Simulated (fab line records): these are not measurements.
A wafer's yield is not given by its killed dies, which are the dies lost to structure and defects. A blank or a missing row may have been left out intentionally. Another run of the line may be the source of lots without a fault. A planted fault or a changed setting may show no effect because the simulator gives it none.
Chamber matching | flow berkeleyCmos170 | 3 sister chambers for UCB170_GATE_ETCH_15 on rieSi-01
The step etches poly-Si in HBr/Cl2, stops on SiO2, time 56.3 s, target depth 278.2 nm. 6 wafers are shown with their chamber, then 5 later ones without.

== EACH WAFER AND ITS CHAMBER ==
wafer  | chamber | throttleValvePct (%) | drypumpMotorCurrentA (A)
L314.5 | 0       | 26.26                | 5.97
L315.6 | 0       | 26.28                | 5.98
L327.2 | 3       | 26.53                | 5.94
L327.6 | 3       | 26.53                | 5.95
L331.3 | 2       | 26.27                | 5.65
L331.5 | 2       | 26.28                | 5.68

== WAFERS WITH NO CHAMBER GIVEN ==
wafer  | throttleValvePct (%) | drypumpMotorCurrentA (A)
L331.6 | 26.53                | 5.95
L334.1 | 26.27                | 6.00
L334.3 | 26.51                | 5.95
L335.2 | 26.52                | 5.93
L335.5 | 26.29                | 5.66

== CHAMBER TAKEN BY EACH ==
wafer  | from the rows above | in truth
L331.6 | 3                   | 3
L334.1 | 0                   | 0
L334.3 | 3                   | 3
L335.2 | 3                   | 3
L335.5 | 2                   | 2
Placed correctly: 5 of 5. Can't be placed from these rows: 0. Number placed wrongly: 0.
How it was worked out, from the rows above alone: a wafer's distance from a chamber is the root of the sum, over the readings, of the square of ((its reading less the chamber's mean) divided by the reading's scatter). If the next closest chamber is less than 2 further off than the closest, the wafer can't be placed; otherwise it belongs to the closest. The mean given for a chamber averages the wafers shown for that chamber. How the scatter is found: for the shown wafers, subtract from each reading the mean of its chamber, square and add these, divide the total by (wafers less chambers), then take the root.
